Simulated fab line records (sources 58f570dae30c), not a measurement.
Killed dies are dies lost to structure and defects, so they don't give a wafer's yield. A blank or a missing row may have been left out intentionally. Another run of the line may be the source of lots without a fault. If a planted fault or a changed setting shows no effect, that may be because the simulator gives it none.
Split-lot trial ; flow berkeley_cmos170 ; 23 wafers read from 5 lots, route of 331 steps

## SPLIT DETAILS
At UCB170_PVT_IMPLANT_07, the setting dose_cm2 was moved away from the recipe's 2e+12 on 9 of the 23 wafers read, by -6.2% to +5.6%. All remaining wafers had this setting at the recipe value.

## SPLIT TO READING: what lies between them in the file, 1 step
- UCB170_PVT_STRIP_08: strips in O2

## THE READING
PVT_TW, at UCB170_PVT_TW_MEAS_09. Fault-free wafers of this fab line usually give 505, standard deviation 4.6.

wafer;tool, chamber at the split;dose_cm2 as run;against the recipe;PVT_TW;against lot-mates on the recipe
L075.2;implanter-01, 0;2e+12;recipe;502;-
L075.3;implanter-01, 0;1.908e+12;-4.6%;496;-6
L075.4;implanter-01, 0;2e+12;recipe;501;-
L075.5;implanter-01, 0;2e+12;recipe;503;-
L075.6;implanter-01, 0;1.908e+12;-4.6%;494;-8
L076.1;implanter-01, 0;2e+12;recipe;512;-
L076.2;implanter-01, 0;1.876e+12;-6.2%;499;-13
L076.4;implanter-01, 0;1.876e+12;-6.2%;502;-10
L076.5;implanter-01, 0;2e+12;recipe;510;-
L076.6;implanter-01, 0;2e+12;recipe;513;-
L079.1;implanter-02, 0;2e+12;recipe;500;-
L079.4;implanter-02, 0;2e+12;recipe;505;-
L079.6;implanter-02, 0;2e+12;recipe;498;-
L081.1;implanter-04, 0;2.112e+12;+5.6%;510;+8
L081.2;implanter-04, 0;2.112e+12;+5.6%;512;+10
L081.3;implanter-04, 0;2e+12;recipe;502;-
L081.4;implanter-04, 0;2e+12;recipe;503;-
L081.5;implanter-04, 0;2.112e+12;+5.6%;510;+8
L084.1;implanter-01, 0;2e+12;recipe;500;-
L084.2;implanter-01, 0;2.077e+12;+3.8%;506;+5
L084.3;implanter-01, 0;2.077e+12;+3.8%;507;+6
L084.5;implanter-01, 0;2e+12;recipe;503;-
L084.6;implanter-01, 0;2e+12;recipe;500;-

FIT RESULTS
A straight line over all 23 wafers: PVT_TW changes by +1.06 for each +1% of dose_cm2; r = +0.66; the points scatter about the line by 4.1.
The same after taking each lot's own level away (the mean of its wafers on the recipe; 23 wafers): +1.58 for each +1%; r = +0.96; scatter 1.6.
That fit puts the effect of the largest move of dose_cm2 on the reading at 9.8.
From 501.0 to 511.7: that is the span of the lots' own levels, equal to 2.3 times the standard deviation above.
So the lot-to-lot level blurs the effect unless lot-mates are compared.
Check: for one of the wafers moved furthest among these (-6.2%), held out of the fit, the line's prediction against its lot-mates is -9.31. Against them it came out at -12.7.

## THE OTHER SPLITS THESE WAFERS WENT THROUGH
Before the reading, these wafers also passed through other splits. Each is held against what the fit with the lots' levels taken away leaves over:
other split on the same wafers;wafers away from the commonest value;r with PVT_TW (lot level and that fit taken away)
UCB170_START_OXIDATION_02 temp_c;18;-0.06
UCB170_NWELL_IMPLANT_14 dose_cm2;8;-0.03
UCB170_PWELL_COAT_08 spin_rpm;9;+0.17
UCB170_PWELL_IMPLANT_15 dose_cm2;10;+0.31
UCB170_ACTIVE_OXIDATION_02 temp_c;18;+0.03
UCB170_NVT_COAT_01 resist_thk_nm;9;+0.00
UCB170_PVT_COAT_01 spin_rpm;8;+0.30

## FILE'S OWN FIT
PVT_TW changes by +1.59 for each +1% of dose_cm2, r = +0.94.
